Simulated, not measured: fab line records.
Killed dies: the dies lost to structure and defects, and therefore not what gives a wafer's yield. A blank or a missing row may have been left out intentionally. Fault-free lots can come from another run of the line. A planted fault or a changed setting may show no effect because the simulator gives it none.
Chamber matching    flow berkeley-cmos170    UCB170_GATE_ETCH_15 on rie-si-02 has 4 sister chambers
The step etches poly-Si in HBr/Cl2, stops on SiO2, time 56.3 s, target depth 278.2 nm. 16 wafers are shown with their chamber, then 8 later ones without.

== WAFERS, EACH WITH ITS CHAMBER ==
wafer   chamber  throttle-valve-pct (%)  drypump-motor-current-A (A)  oes-product-au (a.u.)
L196.1  2        26.10                   5.5                          0.862
L196.3  1        26.91                   5.9                          0.818
L196.6  3        26.15                   5.9                          0.820
L198.1  2        26.11                   5.5                          0.851
L198.3  1        26.92                   5.9                          0.831
L198.6  2        26.08                   5.6                          0.863
L202.3  1        26.91                   5.9                          0.826
L202.4  0        26.53                   6.4                          0.837
L202.5  2        26.08                   5.5                          0.846
L205.1  3        26.15                   5.8                          0.820
L205.4  1        26.91                   5.9                          0.820
L205.5  3        26.16                   5.8                          0.825
L210.1  1        26.91                   5.9                          0.816
L210.2  2        26.09                   5.5                          0.848
L210.6  1        26.91                   5.9                          0.814
L209.1  2        26.09                   5.5                          0.848

SIGNATURES (averages over the wafers above)
reading                  chamber 0  chamber 1  chamber 2  chamber 3  scatter within a chamber
throttle-valve-pct       26.5300    26.9117    26.0917    26.1533    0.00833
drypump-motor-current-A  6.400      5.900      5.517      5.833      0.0354
oes-product-au           0.83700    0.82083    0.85300    0.82167    0.00652
Rule: a wafer lies at a distance from a chamber equal to the root of the sum of squares, over the readings, of (its reading less the chamber's mean, divided by the reading's scatter). If the next closest chamber is less than 2 further off than the closest, the wafer can't be placed; otherwise it belongs to the closest. The scatter: take each reading less its chamber's mean, square it, sum over the shown wafers, divide by the number of wafers less the number of chambers, and take the root.

== WAFERS MISSING THEIR CHAMBER ==
wafer   throttle-valve-pct (%)  drypump-motor-current-A (A)  oes-product-au (a.u.)
L209.4  26.10                   5.5                          0.843
L209.6  26.92                   5.9                          0.812
L213.3  26.59                   6.4                          0.833
L213.4  26.92                   5.9                          0.810
L213.6  26.93                   5.9                          0.806
L215.4  26.09                   5.5                          0.838
L215.5  26.61                   6.3                          0.825
L215.6  26.92                   5.9                          0.806

== WHICH CHAMBER EACH ONE RAN IN ==
wafer   from the rows above  in truth
L209.4  2                    2
L209.6  1                    1
L213.3  0                    0
L213.4  1                    1
L213.6  1                    1
L215.4  2                    2
L215.5  0                    0
L215.6  1                    1
Correct placement for 8 of the 8. Left unplaced by these rows: 0. 0 placed wrongly.
